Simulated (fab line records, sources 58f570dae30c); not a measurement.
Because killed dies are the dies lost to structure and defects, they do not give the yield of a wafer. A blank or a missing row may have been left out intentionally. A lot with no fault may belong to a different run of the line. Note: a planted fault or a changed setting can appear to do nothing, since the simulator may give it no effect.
Which tool was responsible? | flow berkeleyCmos170 | 42 wafers from 14 lots sampled at 6 of the route's 331 steps

## WHAT THE GAUGES SHOWED, per wafer
UCB170_M1_RS_MEAS_01: measures by four-point-probe.
lot  | measured     | on           | M1_AL_RS (ohm/sq)
L256 | day 9 04:08  | filmMetro-04 | 0.0480 0.0489 0.0478
L259 | day 9 04:26  | filmMetro-04 | 0.0480 0.0488 0.0493
L257 | day 9 06:07  | filmMetro-02 | 0.0491 0.0483 0.0481
L262 | day 9 22:14  | filmMetro-02 | 0.0477 0.0485 0.0485
L261 | day 9 23:18  | filmMetro-02 | 0.0479 0.0481 0.0488
L260 | day 9 23:36  | filmMetro-01 | 0.0481 0.0491 0.0481
L263 | day 10 14:18 | filmMetro-02 | 0.0476 0.0487 0.0476
L264 | day 10 14:10 | filmMetro-02 | 0.0477 0.0481 0.0477
L265 | day 10 18:42 | filmMetro-04 | 0.0471 0.0477 0.0488
L266 | day 10 21:19 | filmMetro-02 | 0.0484 0.0479 0.0480
L268 | day 11 11:49 | filmMetro-02 | 0.0476 0.0484 0.0484
L269 | day 11 14:54 | filmMetro-04 | 0.0425 0.0424 0.0431
L271 | day 11 15:58 | filmMetro-04 | 0.0476 0.0475 0.0477
L270 | day 11 18:17 | filmMetro-02 | 0.0429 0.0430 0.0429

UCB170_M1_THK_MEAS_02: measures by xrf.
lot  | measured     | on           | M1_AL_THK (nm)
L256 | day 9 04:16  | filmMetro-04 | 611 601 606
L259 | day 9 04:33  | filmMetro-04 | 609 597 593
L257 | day 9 06:14  | filmMetro-02 | 596 606 606
L262 | day 9 22:20  | filmMetro-02 | 611 604 604
L261 | day 9 23:25  | filmMetro-02 | 614 610 597
L260 | day 9 23:41  | filmMetro-01 | 599 584 594
L263 | day 10 14:25 | filmMetro-02 | 622 602 620
L264 | day 10 14:16 | filmMetro-02 | 617 612 616
L265 | day 10 18:49 | filmMetro-04 | 618 613 599
L266 | day 10 21:26 | filmMetro-02 | 607 613 614
L268 | day 11 11:56 | filmMetro-02 | 617 606 607
L269 | day 11 15:01 | filmMetro-04 | 683 680 675
L271 | day 11 16:05 | filmMetro-04 | 615 610 610
L270 | day 11 18:25 | filmMetro-02 | 683 685 680

## TOOL THAT RAN EACH LOT (tool first, then ch and the chambers of the sampled wafers, then the start)
lot  | UCB170_SILICIDE_SPUTTER_01  | UCB170_CONTACT_ETCH_17            | UCB170_CONTACT_ETCH_18                       | UCB170_M1_SPUTTER_00
L256 | pvdSputter-03, day 8 23:13  | rieDiel-04 ch 1,2,3, day 9 03:31  | rieDiel-04 ch 1,2,3, day 9 04:05 or earlier  | pvdSputter-01, day 9 04:05
L259 | pvdSputter-01, day 8 23:25  | rieDiel-02 ch 1,2, day 9 03:48    | rieDiel-02 ch 1,2, day 9 04:22 or earlier    | pvdSputter-04, day 9 04:22
L257 | pvdSputter-04, day 8 23:44  | rieDiel-04 ch 1,2,3, day 9 05:29  | rieDiel-04 ch 1,2,3, day 9 06:02 or earlier  | pvdSputter-01, day 9 06:02
L262 | pvdSputter-04, day 9 16:48  | rieDiel-04 ch 1,2,3, day 9 21:35  | rieDiel-04 ch 1,2,3, day 9 22:09 or earlier  | pvdSputter-04, day 9 22:09
L261 | pvdSputter-03, day 9 17:06  | rieDiel-01 ch 1,2,3, day 9 22:41  | rieDiel-01 ch 1,2,3, day 9 23:14 or earlier  | pvdSputter-02, day 9 23:14
L260 | pvdSputter-01, day 9 17:21  | rieDiel-04 ch 2,3, day 9 22:55    | rieDiel-04 ch 2,3, day 9 23:31 or earlier    | pvdSputter-01, day 9 23:31
L263 | pvdSputter-01, day 10 07:25 | rieDiel-01 ch 0,1,2, day 10 13:20 | rieDiel-01 ch 0,1,2, day 10 14:02 or earlier | pvdSputter-01, day 10 14:02
L264 | pvdSputter-03, day 10 07:47 | rieDiel-04 ch 1,2, day 10 13:19   | rieDiel-04 ch 1,2, day 10 14:02 or earlier   | pvdSputter-02, day 10 14:02
L265 | pvdSputter-01, day 10 13:57 | rieDiel-01 ch 0,2, day 10 18:04   | rieDiel-01 ch 0,2, day 10 18:38 or earlier   | pvdSputter-04, day 10 18:38
L266 | pvdSputter-03, day 10 14:32 | rieDiel-04 ch 0,3, day 10 20:41   | rieDiel-04 ch 0,3, day 10 21:15 or earlier   | pvdSputter-01, day 10 21:15
L268 | pvdSputter-01, day 11 06:18 | rieDiel-01 ch 0,1,2, day 11 11:02 | rieDiel-01 ch 0,1,2, day 11 11:46 or earlier | pvdSputter-04, day 11 11:46
L269 | pvdSputter-04, day 11 09:56 | rieDiel-01 ch 1,3, day 11 14:16   | rieDiel-01 ch 1,3, day 11 14:50 or earlier   | pvdSputter-04, day 11 14:50
L271 | pvdSputter-03, day 11 10:28 | rieDiel-04 ch 1,2,3, day 11 15:16 | rieDiel-04 ch 1,2,3, day 11 15:53 or earlier | pvdSputter-01, day 11 15:53
L270 | pvdSputter-03, day 11 11:04 | rieDiel-01 ch 0,1,3, day 11 17:23 | rieDiel-01 ch 0,1,3, day 11 18:14 or earlier | pvdSputter-04, day 11 18:14
- UCB170_SILICIDE_SPUTTER_01: material Ti, target thk 30 nm, time 25 s.
- UCB170_CONTACT_ETCH_17: etches BARC in N2/H2.
- UCB170_CONTACT_ETCH_18: etches PSG in CHF3/CF4/Ar, stops on TiSi2, target depth 840 nm, time 195 s.
- UCB170_M1_SPUTTER_00: material Al, target thk 600 nm, time 80 s.

## AS READ BY THE TOOLS THEMSELVES (means over the sampled wafers that have a number; for cases with no such wafer, the mark the record gives instead)
UCB170_SILICIDE_SPUTTER_01.
lot  | tool          | throttleValvePct (%)
L256 | pvdSputter-03 | 30.1
L259 | pvdSputter-01 | 28.5
L257 | pvdSputter-04 | 30.1
L262 | pvdSputter-04 | 30.1
L261 | pvdSputter-03 | 29.7
L260 | pvdSputter-01 | 29.6
L263 | pvdSputter-01 | 29.1
L264 | pvdSputter-03 | 29.8
L265 | pvdSputter-01 | 29.5
L266 | pvdSputter-03 | 30.0
L268 | pvdSputter-01 | 29.2
L269 | pvdSputter-04 | 30.0
L271 | pvdSputter-03 | 29.7
L270 | pvdSputter-03 | 29.1

UCB170_CONTACT_ETCH_17.
lot  | tool       | chamberPressureMTorr (mTorr) | drypumpMotorCurrentA (A) | h2FlowSccm (sccm) | oesProductAu (a.u.) | throttleValvePct (%)
L256 | rieDiel-04 | 30.005                       | 6.0                      | 199.6             | 1.013               | 13.30
L259 | rieDiel-02 | 29.995                       | 6.2                      | 200.1             | 1.008               | 13.37
L257 | rieDiel-04 | 29.998                       | 6.0                      | 199.8             | 1.013               | 13.30
L262 | rieDiel-04 | 30.008                       | 6.0                      | 199.9             | 1.021               | 13.30
L261 | rieDiel-01 | 29.994                       | 5.7                      | 200.4             | 0.989               | 13.31
L260 | rieDiel-04 | 30.004                       | 6.3                      | 200.1             | 0.992               | 13.10
L263 | rieDiel-01 | 30.011                       | 5.5                      | 200.5             | 0.994               | 13.30
L264 | rieDiel-04 | 30.000                       | 6.3                      | 199.6             | 0.991               | 13.16
L265 | rieDiel-01 | 29.986                       | 5.4                      | 200.2             | 0.991               | 13.25
L266 | rieDiel-04 | 30.023                       | 5.9                      | 200.9             | 1.013               | 13.35
L268 | rieDiel-01 | 29.987                       | 5.5                      | 199.5             | 0.984               | 13.31
L269 | rieDiel-01 | 29.997                       | 5.7                      | 199.7             | 0.986               | 13.42
L271 | rieDiel-04 | 30.005                       | 6.0                      | 200.2             | 1.012               | 13.29
L270 | rieDiel-01 | 29.998                       | 5.6                      | 199.7             | 0.991               | 13.42

UCB170_CONTACT_ETCH_18.
lot  | tool       | chamberPressureMTorr (mTorr) | drypumpMotorCurrentA (A) | oesProductAu (a.u.) | throttleValvePct (%)
L256 | rieDiel-04 | 199.89                       | 6.0                      | 0.890               | 6.91
L259 | rieDiel-02 | 199.97                       | 6.2                      | 0.886               | 6.93
L257 | rieDiel-04 | 199.95                       | 6.0                      | 0.899               | 6.91
L262 | rieDiel-04 | 199.81                       | 6.0                      | 0.896               | 6.91
L261 | rieDiel-01 | 199.94                       | 5.6                      | 0.874               | 6.95
L260 | rieDiel-04 | 199.97                       | 6.2                      | 0.896               | 6.80
L263 | rieDiel-01 | 200.00                       | 5.5                      | 0.887               | 6.90
L264 | rieDiel-04 | 199.85                       | 6.3                      | 0.874               | 6.85
L265 | rieDiel-01 | 200.05                       | 5.3                      | 0.880               | 6.83
L266 | rieDiel-04 | 199.94                       | 5.9                      | 0.896               | 6.89
L268 | rieDiel-01 | 200.04                       | 5.5                      | 0.887               | 6.90
L269 | rieDiel-01 | 199.91                       | 5.7                      | 0.875               | 7.05
L271 | rieDiel-04 | 199.94                       | 6.0                      | 0.897               | 6.90
L270 | rieDiel-01 | 200.23                       | 5.6                      | 0.887               | 7.01

UCB170_M1_SPUTTER_00.
lot  | tool          | throttleValvePct (%)
L256 | pvdSputter-01 | 29.5
L259 | pvdSputter-04 | 29.6
L257 | pvdSputter-01 | 29.5
L262 | pvdSputter-04 | 29.7
L261 | pvdSputter-02 | 30.4
L260 | pvdSputter-01 | 29.5
L263 | pvdSputter-01 | 29.6
L264 | pvdSputter-02 | 30.4
L265 | pvdSputter-04 | 29.9
L266 | pvdSputter-01 | 29.5
L268 | pvdSputter-04 | 29.8
L269 | pvdSputter-04 | 30.1
L271 | pvdSputter-01 | 29.9
L270 | pvdSputter-04 | 29.9

## THE ANSWER, worked out from the rows above alone
Rule: what is usual is taken from the lots themselves. The widest of any qualifying gaps counts: lots, ordered by their means at a reading, are off when they make up no more than a third of the lots, leave a main group of 4 or more, and stand apart from it by 3 or more times the standard deviation of that group's means. The tables above print the reading to a certain number of digits; a main group whose means all agree to those digits is not used. A lot without any number at a reading at which 4 lots or more have one is off too. Any other lot the step has rows for is counted as sound. After the gauges, taken in route order, come the tools' own readings; for these a lot's mean is taken, as printed above. At the first step where some lot is off, the reading lying furthest off is the one used; lots without a number count as furthest.
Off: at UCB170_M1_RS_MEAS_01 (M1_AL_RS), L269, L270. The main group has a mean of 0.0482 ohm/sq with a standard deviation of 0.0003.
A tool fits if, at a process step before that reading, it ran every lot that is off, and no sound lot after the first of them. Gauges at UCB170_M1_RS_MEAS_01: tried the same way as those tools. UCB170_CONTACT_ETCH_18: start missing for some lots; hours and lot order therefore follow UCB170_M1_SPUTTER_00. Undecided on this evidence; 2 tools fit (rieDiel-01 at UCB170_CONTACT_ETCH_17 and UCB170_CONTACT_ETCH_18, pvdSputter-04 at UCB170_M1_SPUTTER_00).

## WHAT THE SIMULATOR PUT IN
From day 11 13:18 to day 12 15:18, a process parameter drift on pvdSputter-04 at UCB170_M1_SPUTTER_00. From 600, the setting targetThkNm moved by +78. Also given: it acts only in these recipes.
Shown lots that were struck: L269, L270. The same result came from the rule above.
